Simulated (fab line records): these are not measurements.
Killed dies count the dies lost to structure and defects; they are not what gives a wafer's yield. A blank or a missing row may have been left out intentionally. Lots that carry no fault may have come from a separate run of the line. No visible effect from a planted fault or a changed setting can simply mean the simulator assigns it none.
Problem report in the 8D (eight disciplines) form, filled by code + flow berkeley-cmos170 + the parts of the form that need people (team, actions taken, sign-off) are left out

## 1. THE ISSUE
Wafers without a fault read 1200.1 nm, standard deviation 1.5; cd-nm at UCB170_ACTIVE_CD_MEAS_13 reads a mean of 1171.2 nm on 6 wafers belonging to 2 lots. Relative to the usual mean, that is a shift of -19 standard deviations.
The step: target cd 1200 nm.
First seen on wafer L607.4, day 5 17:26, on cd-sem-01. At this step, 42 wafers from 14 lots have a number in the record. By rule, "out" or "out of limits" means more than 4 standard deviations away from the usual mean. All remaining wafers that have a number are taken as sound.

## 2. WHAT IT IS, AND WHAT IT ISN'T
| question                    | is                     | is not                                                                                                                    |
|-----------------------------|------------------------|---------------------------------------------------------------------------------------------------------------------------|
| which readings at this step | cd-nm                  | -                                                                                                                         |
| which lots                  | L607, L611             | L601, L604, L606, L610, L612, L614, L615, L616, L617, L618, L620, L621                                                    |
| which wafers of those lots  | all that have a number | -                                                                                                                         |
| read on which gauges        | cd-sem-01              | cd-sem-02                                                                                                                 |
| when                        | from day 5 17:26       | up to then (6 sound wafers); but 30 sound wafers of L604, L610, L612, L614, L615, L616, L617, L618, L620, L621 came after |

## 3. SUSPECTS, AND WHAT RULES EACH OUT
Counting: a tool at a process step up to the reading stays a suspect if it ran every lot that is out and no sound lot after the first of them.
- the gauge at UCB170_ACTIVE_CD_MEAS_13 has been ruled out. All the wafers that are out were read on cd-sem-01, but those of them that UCB170_ACTIVE_STRIP_16 has rows for are out there too, on other tools.
- litho-track-02 at UCB170_ACTIVE_COAT_08 (resist thk 900 nm): ruled out as a lasting fault. After its first lot that is out, L607 (day 5 16:31), sound lots L620 ran on it.
Left after counting: nothing in the record.

## 4. THE CAUSE (what the simulator had put in)
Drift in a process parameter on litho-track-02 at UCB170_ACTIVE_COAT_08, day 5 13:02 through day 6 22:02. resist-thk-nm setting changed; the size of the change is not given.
The count ruled it out by mistake, since the rule takes a fault to strike every lot its tool runs from the start of the fault on, and this one did not do so.

## 5. SEQUENCE OF EFFECTS, ordered by route
One row per reading whose mean, taken over the struck wafers that have a number, lies over 3 standard deviations from the usual. Readings are gone through only where the record gives a usual standard deviation; hours: the median, over the lots, of the time from a lot's start at the first step in this table giving one to that lot's start at this step; sigmas: the change measured in usual standard deviations.
| hours | step                     | reading                  | usual      | on struck wafers | change | sigmas      |
|-------|--------------------------|--------------------------|------------|------------------|--------|-------------|
| 0     | UCB170_ACTIVE_CD_MEAS_13 | cd-nm                    | 1200.1 nm  | 1171.2           | -28.9  | -19         |
| 0     | UCB170_ACTIVE_STRIP_16   | oes-product-au           | 0.721 a.u. | 0.517            | -0.204 | -48         |
| 0     | UCB170_ACTIVE_STRIP_16   | strip-time-to-endpoint-s | 18.11 s    | 7.07             | -11.04 | -99 or more |
It contains these process steps:
- UCB170_ACTIVE_STRIP_16: strips in O2.

## 6. HOW IT WOULD HAVE BEEN CAUGHT EARLIER
In this record the first reading out of limits at a measuring or inspecting step was taken at day 5 17:26, 4 hours after the fault began at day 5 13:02.
